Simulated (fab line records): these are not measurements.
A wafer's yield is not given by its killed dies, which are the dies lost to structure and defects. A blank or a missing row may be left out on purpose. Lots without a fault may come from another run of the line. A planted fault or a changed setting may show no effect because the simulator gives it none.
Split-lot study ; flow rit-cmos ; 5 lots, 23 wafers read, on a route of 202 steps

ON THE SPLIT
At RIT_NWELL_SOFTBAKE_02 (time 60 s), the setting temp-c was moved away from the recipe's 90 C on 11 of the 23 wafers read, by -3.2% to +1.4%. For the rest of the wafers, this setting stayed at what the recipe calls for.

FROM THE SPLIT TO THE READING: what the file shows between them, 2 steps
- RIT_NWELL_EXPOSE_03: exposes mask M2, target cd 43900 nm
- RIT_NWELL_PEB_04

THE READING
NOVOLAK_of_NWELL_COAT_01.thk-nm (the simulator's own value, which no gauge read), in nm, at RIT_NWELL_DEVELOP_05 (develop time 68 s). The file gives no usual value for it. Here, 12 wafers ran the recipe; their average is 1300 nm with a standard deviation of 2.6 nm.

wafer;tool, chamber at the split;temp-c as run, C;against the recipe;NOVOLAK_of_NWELL_COAT_01.thk-nm, nm;against lot-mates on the recipe
L075.1;litho-track-01, 0;90;recipe;1297;-
L075.5;litho-track-01, 0;90;recipe;1297;-
L075.2;litho-track-01, 0;88.16;-2.0%;1304;+7
L075.3;litho-track-01, 0;88.16;-2.0%;1305;+8
L075.6;litho-track-01, 0;88.16;-2.0%;1302;+5
L077.1;litho-track-01, 0;91.26;+1.4%;1298;-3
L077.2;litho-track-01, 0;91.26;+1.4%;1295;-6
L077.3;litho-track-01, 0;90;recipe;1299;-
L077.5;litho-track-01, 0;91.26;+1.4%;1296;-5
L077.6;litho-track-01, 0;90;recipe;1303;-
L080.1;litho-track-04, 0;87.09;-3.2%;1306;+9
L080.2;litho-track-04, 0;87.09;-3.2%;1309;+12
L080.3;litho-track-04, 0;90;recipe;1299;-
L080.4;litho-track-04, 0;90;recipe;1295;-
L080.6;litho-track-04, 0;90;recipe;1297;-
L081.1;litho-track-04, 0;90;recipe;1301;-
L081.2;litho-track-04, 0;90;recipe;1303;-
L081.3;litho-track-04, 0;91.12;+1.2%;1302;+0
L081.4;litho-track-04, 0;91.12;+1.2%;1295;-7
L081.5;litho-track-04, 0;91.12;+1.2%;1303;+1
L084.3;litho-track-02, 0;90;recipe;1302;-
L084.4;litho-track-02, 0;90;recipe;1302;-
L084.5;litho-track-02, 0;90;recipe;1301;-

THE FIT
A straight line over all 23 wafers: NOVOLAK_of_NWELL_COAT_01.thk-nm changes by -1.96 nm for each +1% of temp-c; r = -0.72; the points scatter about the line by 2.7 nm.
The same after taking each lot's own level away (the mean of its wafers on the recipe; 23 wafers): -3.06 nm for each +1%; r = -0.91; scatter 2 nm.
On that fit, the largest move of temp-c shifts the reading by 9.9 nm.
Measured against the standard deviation above, the lots' own levels, which go from 1297.0 to 1302.0 nm, span 1.9 times it.
So the lot-to-lot level blurs the effect unless lot-mates are compared.
Check: for one of the wafers moved furthest among these (-3.2%), held out of the fit, the line's prediction against its lot-mates is +10.6 nm. Against them it came out at +9 nm.

OTHER SPLITS ON THESE WAFERS
Note: prior to the reading, these wafers also went through further splits. Each is held against what the fit with the lots' levels taken away leaves over:
other split on the same wafers;wafers away from the commonest value;r with NOVOLAK_of_NWELL_COAT_01.thk-nm (lot level and that fit taken away)
RIT_ACTIVE_EXPOSE_08 dose-mj;7;+0.24
RIT_FOX2_OXIDATION_00 ox-time-s;15;+0.10

THE FILE'S OWN FIT
NOVOLAK_of_NWELL_COAT_01.thk-nm changes by -3.19 nm for each +1% of temp-c, r = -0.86.
